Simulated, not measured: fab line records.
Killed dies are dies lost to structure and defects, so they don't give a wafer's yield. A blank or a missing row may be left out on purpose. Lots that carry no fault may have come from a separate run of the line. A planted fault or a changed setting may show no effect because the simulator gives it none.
A struck lot beside a sound one || flow rit_cmos || 14 steps out of a route of 202
Sound: the wafers L734.1, L734.3, L734.5. Wafers L724.4, L724.5, L724.6 were the ones struck. The cause comes at the end.
Per side, at each step with rows, come the tool, then ch with its chambers, and then its first start. Under that, the readings that differ: sound wafers || struck wafers || difference of the means || sigmas: that difference in standard deviations of wafers without a fault.
alike: readings whose means differ by less than 2 such deviations, and words and numbers that are the same on both sides. not compared: withheld readings, readings that some wafer has no value for, bounds like >300 that may hide the same value, and numbers for which the record gives no deviation and whose values overlap.
A row with sigmas, a row that says differs or no value, or rows on one side alone: a step with any of these is where the two part. When numbers do not overlap yet have no deviation, they are printed without sigmas and do not part them. A reading that every wafer of one side lacks parts them only if that side has two wafers or more.

first, 1 step without rows for these wafers: RIT_PLDD_IMPLANT_08.
RIT_PLDD_STRIP_09: strips in O2, time 180 s.
  sound on plasma_asher-02 ch 0,1, day 6 18:56; struck on plasma_asher-03 ch 0,1, day 4 13:37
  alike: drypump_motor_current_A
  not compared: rf_hours_counter_h
RIT_PLDD_TW_MEAS_10:
  sound on film_metro-02, day 6 19:06; struck on film_metro-04, day 4 13:46
{"reading": "PLDD_TW", "sound": "2339 2346 2350", "struck": "2403 2400 2399", "difference": "+56", "sigmas": "+2"}
then, 4 steps without rows for these wafers: RIT_SPACER_CLEAN_00 (cleans in SC1, time 600 s); RIT_SPACER_CLEAN_01 (cleans in dHF, time 30 s); RIT_SPACER_CLEAN_02 (cleans in SC2, time 600 s); RIT_SPACER_CVD_03 (deposits Si3N4 from SiH2Cl2/NH3, target thk 250 nm, time 3300 s).
RIT_SPACER_THK_MEAS_04:
  sound on film_metro-03, day 6 21:27; struck on film_metro-03, day 4 16:07
  alike: SPACER_NITRIDE_THK
RIT_SPACER_ETCHBACK_05: etches Si3N4 in SF6/CHF3, stops on SiO2, target depth 250 nm, time 240 s.
  sound on rie_diel-01 ch 1,2, day 6 21:31; struck on rie_diel-02 ch 0,2,3, day 4 16:08
  alike: CHF3_flow_sccm, drypump_motor_current_A, oes_product_au, rf_fwd_power_W, throttle_valve_pct
  not compared: rf_hours_counter_h
then, 3 steps without rows for these wafers: RIT_NSD_HMDS_00 (prime time 60 s); RIT_NSD_COAT_01 (resist thk 1000 nm); RIT_NSD_SOFTBAKE_02 (time 60 s).
RIT_NSD_EXPOSE_03: exposes mask M9, target cd 40700 nm.
  sound on iline_stepper-01 ch 0, day 6 22:14; struck on iline_stepper-01, day 4 16:55
  no value came back on the struck wafers for exposure_dose_mJ_cm2, focus_offset_nm (nm); on the sound wafers exposure_dose_mJ_cm2 reads 250.15 249.95 250.57
  alike: mask
following that, these wafers have no rows for 1 step: RIT_NSD_PEB_04.

== WHERE THEY PART ==
At RIT_PLDD_TW_MEAS_10 first; at RIT_NSD_EXPOSE_03 last (within this record only).

WHY: what the simulator had put in
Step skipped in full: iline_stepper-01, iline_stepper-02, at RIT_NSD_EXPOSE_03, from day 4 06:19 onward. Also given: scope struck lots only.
